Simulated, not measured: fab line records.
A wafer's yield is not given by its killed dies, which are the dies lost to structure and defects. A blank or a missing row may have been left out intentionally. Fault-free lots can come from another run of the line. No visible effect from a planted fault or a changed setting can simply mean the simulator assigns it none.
fab line records    flow ritCmos
record: lots: 6  wafers: 18  lastDay: 7
route steps=202 shown PSD@150 SDANNEAL@153 NSD@158 PLDD@159 NLDD@160 SILICIDE@161
lots that met no fault: taken from a fault-free run of the same line
startH: the number of hours between the record's first day and the start of the first shown wafer of the lot    waitH: hours since the lot's step before    " as in the row above    L1.1+2: a single row standing in for several wafers    - no value present, or no start provided    * or withheld: withheld    < > ~ a bound
route shown NAME@n: names a module that has steps shown in the file, with the first one's number in the route    usual: mean/standard deviation of fault-free wafers    same: alike in all rows    chamber/n: place in a boat    sites: readings site by site    _std_site: the values' standard deviation    _edge_site: the outer-site mean with the inner-site mean subtracted    radiusMm: for every site, how far away it sits from the centre of the wafer    mask NAME#n: copy n    behind: the most recent tool/chamber to have shaped the wafer    hold: cause of the lot's hold/its duration in hours/its outcome    device: whichever transistor did not switch (one of n, p or np)    end of line: the same wafers' tests at the end of the route    step lacking rows: just its recipe    killed: the dies lost at the first sort to structure and to defects; this is not the yield of the wafer    map: per-die view of a wafer (x killed, . not killed, _ where there is no die)
set.NAME: setting as actually run; set.NAME@STEP: the setting as run at that earlier step    model.NAME: the simulator's own value behind a step, which no gauge read
a table for each step, a row for each wafer; lots at some steps of the route
services: from which hour (startH, from the record's first day; less than 0 if before it) a tool's chamber was out of use, for how many hours, and why
== steps ==
step: RIT_PSD_IMPLANT_08
recipe: species: BF2  energyKev: 27  doseCm2: 5e+15  tiltDeg: 7
step: RIT_PSD_STRIP_09
recipe: chemistry: O2  timeS: 180  resist: NOVOLAK  platenTempC: withheld  powerW: 500  pressureMtorr: 4000  o2FlowSccm: 4000
usual: drypumpMotorCurrentA: 6.0/0.3  rfReflPowerW: 6.8/1.1
lot.wafer  tool            chamber  startH  waitH  drypumpMotorCurrentA  rfHoursCounterH  rfReflPowerW
L978.1     plasmaAsher-03  1        86.38   0.1    6.3                   45               6.4
L978.4     "               1        "       "      6.3                   -                6.6
L978.5     "               0        "       "      5.9                   -                6.6
L985.4     plasmaAsher-04  1        120.19  0.1    5.5                   -                9.1
L985.5     "               1        "       "      5.5                   -                9.1
L985.6     "               0        "       "      6.8                   -                8.0
L984.2     plasmaAsher-03  0        120.86  0.1    5.9                   50               6.6
L984.5     "               0        "       "      5.9                   -                6.4
L984.6     "               1        "       "      6.3                   -                6.7
L989.1     plasmaAsher-03  1        139.68  0.1    6.3                   53               6.4
L989.3     "               0        "       "      5.9                   -                6.5
L989.6     "               0        "       "      5.9                   -                6.6
L992.1     plasmaAsher-03  0        154.49  0.1    5.9                   54               6.5
L992.4     "               1        "       "      6.3                   -                6.1
L992.6     "               0        "       "      5.9                   -                6.4
L993.1     plasmaAsher-03  0        159.64  0.1    5.8                   55               7.0
L993.3     "               1        "       "      6.3                   -                6.6
L993.6     "               1        "       "      6.3                   -                6.7
step: RIT_PSD_TW_MEAS_10
usual: PSD_TW: 3401/32
lot.wafer  tool          chamber  startH  waitH  PSD_TW
L978.1     filmMetro-03  -        86.55   0.1    3411
L978.4     "             -        "       "      3424
L978.5     "             -        "       "      3436
L985.4     filmMetro-02  -        120.33  0.1    3418
L985.5     "             -        "       "      3431
L985.6     "             -        "       "      3426
L984.2     filmMetro-02  -        121.05  0.1    3420
L984.5     "             -        "       "      3405
L984.6     "             -        "       "      3407
L989.1     filmMetro-02  -        139.85  0.1    3429
L989.3     "             -        "       "      3436
L989.6     "             -        "       "      3419
L992.1     filmMetro-02  -        154.66  0.1    3418
L992.4     "             -        "       "      3412
L992.6     "             -        "       "      3410
L993.1     filmMetro-02  -        159.82  0.1    3394
L993.3     "             -        "       "      3402
L993.6     "             -        "       "      3397
step: RIT_SDANNEAL_CLEAN_00
recipe: chemistry: SC1  mix: 3:3:50  timeS: 600  tempC: 75
step: RIT_SDANNEAL_CLEAN_01
recipe: chemistry: dHF  dilution: 50:1  timeS: 30
step: RIT_SDANNEAL_CLEAN_02
recipe: chemistry: SC2  mix: 3:3:50  timeS: 600  tempC: 75  dry: n2Spin
step: RIT_SDANNEAL_RTA_03
recipe: tempC: 1050  timeS: 5  idleTempC: 600  rampUpCPerS: 342  rampDownCPerS: 171  coolToC: 600  ambient: N2
usual: wafer_temp_C_max: 1053.7/1.2
lot.wafer  tool          chamber  startH  waitH  wafer_temp_C_max
L978.1     rtpAnneal-02  0        86.98   0.0    1054.8
L978.4     "             0        "       "      1052.8
L978.5     "             0        "       "      1055.0
L985.4     rtpAnneal-02  0        120.76  0.0    1052.5
L985.5     "             0        "       "      1052.7
L985.6     "             0        "       "      1055.6
L984.2     rtpAnneal-01  0        121.47  0.0    1053.4
L984.5     "             0        "       "      1054.7
L984.6     "             0        "       "      1055.7
L989.1     rtpAnneal-01  0        140.28  0.0    1053.6
L989.3     "             0        "       "      1052.1
L989.6     "             0        "       "      1054.5
L992.1     rtpAnneal-02  0        155.09  0.0    1052.1
L992.4     "             0        "       "      1054.8
L992.6     "             0        "       "      1053.9
L993.1     rtpAnneal-01  0        160.26  0.0    1052.2
L993.3     "             0        "       "      1053.7
L993.6     "             0        "       "      1054.9
step: RIT_SDANNEAL_RS_MEAS_04
recipe: thkMeasGauge: four-point-probe
usual: PSD_RS: 115.94/0.28
lot.wafer  tool          chamber  startH  waitH  PSD_RS[ohm/sq]
L978.1     filmMetro-02  -        87.04   0.0    115.89
L978.4     "             -        "       "      115.56
L978.5     "             -        "       "      115.84
L985.4     filmMetro-03  -        120.85  0.1    115.92
L985.5     "             -        "       "      115.90
L985.6     "             -        "       "      115.77
L984.2     filmMetro-02  -        121.54  0.1    115.96
L984.5     "             -        "       "      115.89
L984.6     "             -        "       "      116.26
L989.1     filmMetro-02  -        140.34  0.0    115.77
L989.3     "             -        "       "      115.66
L989.6     "             -        "       "      115.85
L992.1     filmMetro-02  -        155.15  0.0    115.57
L992.4     "             -        "       "      115.94
L992.6     "             -        "       "      115.81
L993.1     filmMetro-02  -        160.32  0.0    115.64
L993.3     "             -        "       "      115.97
L993.6     "             -        "       "      115.51
step: RIT_SDANNEAL_RS_MEAS_05
recipe: thkMeasGauge: four-point-probe
usual: NSD_RS: 84.51/0.27
lot.wafer  tool          chamber  startH  waitH  NSD_RS[ohm/sq]
L978.1     filmMetro-02  -        87.16   0.1    84.18
L978.4     "             -        "       "      84.33
L978.5     "             -        "       "      84.39
L985.4     filmMetro-03  -        120.97  0.1    84.62
L985.5     "             -        "       "      84.70
L985.6     "             -        "       "      84.91
L984.2     filmMetro-02  -        121.66  0.1    84.42
L984.5     "             -        "       "      84.88
L984.6     "             -        "       "      84.78
L989.1     filmMetro-02  -        140.46  0.1    84.49
L989.3     "             -        "       "      84.42
L989.6     "             -        "       "      84.37
L992.1     filmMetro-02  -        155.27  0.1    84.00
L992.4     "             -        "       "      84.19
L992.6     "             -        "       "      84.36
L993.1     filmMetro-02  -        160.44  0.1    84.45
L993.3     "             -        "       "      84.41
L993.6     "             -        "       "      84.25
step: RIT_SDANNEAL_RS_MEAS_06
recipe: thkMeasGauge: four-point-probe
usual: PLDD_RS: 178.6/0.39
lot.wafer  tool          chamber  startH  waitH  PLDD_RS[ohm/sq]
L978.1     filmMetro-02  -        87.28   0.1    178.0
L978.4     "             -        "       "      177.9
L978.5     "             -        "       "      178.0
L985.4     filmMetro-03  -        121.09  0.1    178.7
L985.5     "             -        "       "      178.9
L985.6     "             -        "       "      178.9
L984.2     filmMetro-02  -        121.78  0.1    178.9
L984.5     "             -        "       "      178.7
L984.6     "             -        "       "      179.3
L989.1     filmMetro-02  -        140.58  0.1    179.0
L989.3     "             -        "       "      178.8
L989.6     "             -        "       "      179.0
L992.1     filmMetro-02  -        155.39  0.1    178.9
L992.4     "             -        "       "      179.2
L992.6     "             -        "       "      178.6
L993.1     filmMetro-02  -        160.56  0.1    177.9
L993.3     "             -        "       "      178.2
L993.6     "             -        "       "      178.1
step: RIT_SDANNEAL_RS_MEAS_07
recipe: thkMeasGauge: four-point-probe
usual: NLDD_RS: 151.7/0.41
lot.wafer  tool          chamber  startH  waitH  NLDD_RS[ohm/sq]
L978.1     filmMetro-02  -        87.40   0.1    151.0
L978.4     "             -        "       "      151.0
L978.5     "             -        "       "      151.4
L985.4     filmMetro-03  -        121.21  0.1    151.6
L985.5     "             -        "       "      152.0
L985.6     "             -        "       "      151.5
L984.2     filmMetro-02  -        121.90  0.1    151.9
L984.5     "             -        "       "      151.8
L984.6     "             -        "       "      152.3
L989.1     filmMetro-02  -        140.70  0.1    151.3
L989.3     "             -        "       "      151.8
L989.6     "             -        "       "      151.8
L992.1     filmMetro-02  -        155.51  0.1    151.1
L992.4     "             -        "       "      151.4
L992.6     "             -        "       "      150.9
L993.1     filmMetro-02  -        160.68  0.1    152.2
L993.3     "             -        "       "      152.4
L993.6     "             -        "       "      152.2
step: RIT_SILICIDE_WET_ETCH_00
recipe: chemistry: BOE  target: SiO2  targetDepthNm: 14  timeS: 15  dry: n2Spin  dilution: 10:1  tempC: 21.5
step: RIT_SILICIDE_SPUTTER_01
recipe: material: Ti  targetThkNm: 30  powerW: 350  chamberPressurePa: 0.667  gas: Ar  timeS: 240  substrateTempC: 25
usual: cathodeDcPowerW: 350.00/0.057  chamberPressurePa: 0.6670/0.0012  substrateTempC: 25.01/0.1  throttleValvePct: 30.6/0.86
lot.wafer  tool           chamber  startH  waitH  cathodeDcPowerW  chamberPressurePa  substrateTempC  throttleValvePct
L978.1     pvdSputter-02  -        87.53   0.0    349.98           0.6648             24.93           29.1
L978.4     "              -        "       "      349.99           0.6673             25.11           31.0
L978.5     "              -        "       "      349.99           0.6687             24.90           28.9
L985.4     pvdSputter-04  -        121.28  0.0    -                -                  -               -
L985.5     "              -        "       "      -                -                  -               -
L985.6     "              -        "       "      -                -                  -               -
L984.2     pvdSputter-03  -        122.01  0.0    -                -                  -               -
L984.5     "              -        "       "      -                -                  -               -
L984.6     "              -        "       "      -                -                  -               -
L989.1     pvdSputter-04  -        140.83  0.0    350.00           0.6656             25.02           30.3
L989.3     "              -        "       "      350.12           0.6673             25.08           31.7
L989.6     "              -        "       "      349.94           0.6681             25.15           31.5
L992.1     pvdSputter-03  -        155.64  0.0    349.97           0.6671             25.02           31.0
L992.4     "              -        "       "      349.97           0.6664             25.01           31.6
L992.6     "              -        "       "      349.96           0.6697             24.90           31.1
L993.1     pvdSputter-04  -        160.81  0.0    349.99           0.6667             25.04           29.4
L993.3     "              -        "       "      349.98           0.6641             25.02           28.7
L993.6     "              -        "       "      349.91           0.6680             25.10           30.4
step: RIT_SILICIDE_RS_MEAS_02
recipe: thkMeasGauge: four-point-probe  reads: Ti_of_SILICIDE_SPUTTER_01
usual: SILICIDE_TI_RS: 48.0/0.61
lot.wafer  tool          chamber  startH  waitH  SILICIDE_TI_RS[ohm/sq]
L978.1     filmMetro-04  -        87.68   0.1    49.6
L978.4     "             -        "       "      48.5
L978.5     "             -        "       "      49.2
L985.4     filmMetro-04  -        121.49  0.1    -
L985.5     "             -        "       "      -
L985.6     "             -        "       "      -
L984.2     filmMetro-03  -        122.18  0.1    -
L984.5     "             -        "       "      -
L984.6     "             -        "       "      -
L989.1     filmMetro-04  -        140.98  0.1    48.6
L989.3     "             -        "       "      47.9
L989.6     "             -        "       "      48.2
L992.1     filmMetro-03  -        155.79  0.1    47.7
L992.4     "             -        "       "      47.1
L992.6     "             -        "       "      47.7
L993.1     filmMetro-01  -        160.96  0.1    47.7
L993.3     "             -        "       "      47.1
L993.6     "             -        "       "      48.4
step: RIT_SILICIDE_THK_MEAS_03
recipe: thkMeasGauge: xrf  reads: Ti_of_SILICIDE_SPUTTER_01
usual: SILICIDE_TI_THK: 29.4/0.32
lot.wafer  tool          chamber  startH  waitH  SILICIDE_TI_THK[nm]
L978.1     filmMetro-04  -        87.80   0.1    28.8
L978.4     "             -        "       "      29.2
L978.5     "             -        "       "      29.1
L985.4     filmMetro-04  -        121.58  0.1    <0.0
L985.5     "             -        "       "      <0.0
L985.6     "             -        "       "      <0.0
L984.2     filmMetro-03  -        122.29  0.1    <0.0
L984.5     "             -        "       "      <0.0
L984.6     "             -        "       "      <0.0
L989.1     filmMetro-04  -        141.10  0.1    29.2
L989.3     "             -        "       "      29.5
L989.6     "             -        "       "      29.5
L992.1     filmMetro-03  -        155.91  0.1    29.4
L992.4     "             -        "       "      29.9
L992.6     "             -        "       "      29.6
L993.1     filmMetro-01  -        161.08  0.1    29.8
L993.3     "             -        "       "      29.9
L993.6     "             -        "       "      29.5
step: RIT_SILICIDE_RTA_04
recipe: tempC: 650  timeS: 10  idleTempC: 25  rampUpS: 5  rampDownS: 5  coolToC: 25  ambient: N2
usual: wafer_temp_C_max: 653.0/1.3
lot.wafer  tool          chamber  startH  waitH  wafer_temp_C_max
L978.1     rtpAnneal-01  0        87.86   0.1    652.9
L978.4     "             0        "       "      654.2
L978.5     "             0        "       "      654.7
L985.4     rtpAnneal-02  0        121.64  0.1    652.0
L985.5     "             0        "       "      653.3
L985.6     "             0        "       "      652.0
L984.2     rtpAnneal-02  0        122.36  0.1    651.6
L984.5     "             0        "       "      651.1
L984.6     "             0        "       "      651.3
L989.1     rtpAnneal-02  0        141.16  0.1    651.4
L989.3     "             0        "       "      651.6
L989.6     "             0        "       "      652.2
L992.1     rtpAnneal-01  0        155.97  0.1    654.8
L992.4     "             0        "       "      655.1
L992.6     "             0        "       "      655.0
L993.1     rtpAnneal-02  0        161.14  0.1    651.7
L993.3     "             0        "       "      651.6
L993.6     "             0        "       "      652.0
== services ==
tool            chamber  startH  hours  kind
plasmaAsher-04  -        67.36   4.3    pm
pvdSputter-03   -        126.01  7.3    repair
plasmaAsher-03  -        142.21  2.9    repair
== key ==
firstSign: step: RIT_SILICIDE_SPUTTER_01  reading: toolRecord  direction: missing
effect: step: RIT_SILICIDE_RS_MEAS_02  reading: SILICIDE_TI_RS  direction: missing
effect: step: RIT_SILICIDE_THK_MEAS_03  reading: SILICIDE_TI_THK  direction: down  sigmas: 93  usual: 29.4  struck: <0.0
metAt RIT_SILICIDE_SPUTTER_01
struckWafers L984.2,L984.5,L984.6,L985.4,L985.5,L985.6
laterRowsLeftOut L984.2,L984.5,L984.6,L985.4,L985.5,L985.6
sortLeftOut L984.2,L984.5,L984.6,L985.4,L985.5,L985.6
testerLeftOut L984,L985
fault: kind: skippedStepWhole  tool: pvdSputter-03,pvdSputter-04  chamber: -  onsetH: 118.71  steps: RIT_SILICIDE_SPUTTER_01  scope: struckLotsOnly
testerLeftOut: of these lots the tester's yield and bins aren't shown, on N5 and GAA mostly nor the transistor test; their killed dies are dies lost to structure and defects alone, not to doping, threshold or leakage, so they don't give the yield
sortLeftOut: the simulated sort isn't trusted on such a fault, so these wafers' sort isn't shown, and their yield isn't known
laterRowsLeftOut: the simulator's readings of these wafers behind a module that went badly wrong aren't trusted and aren't shown, but for the sort
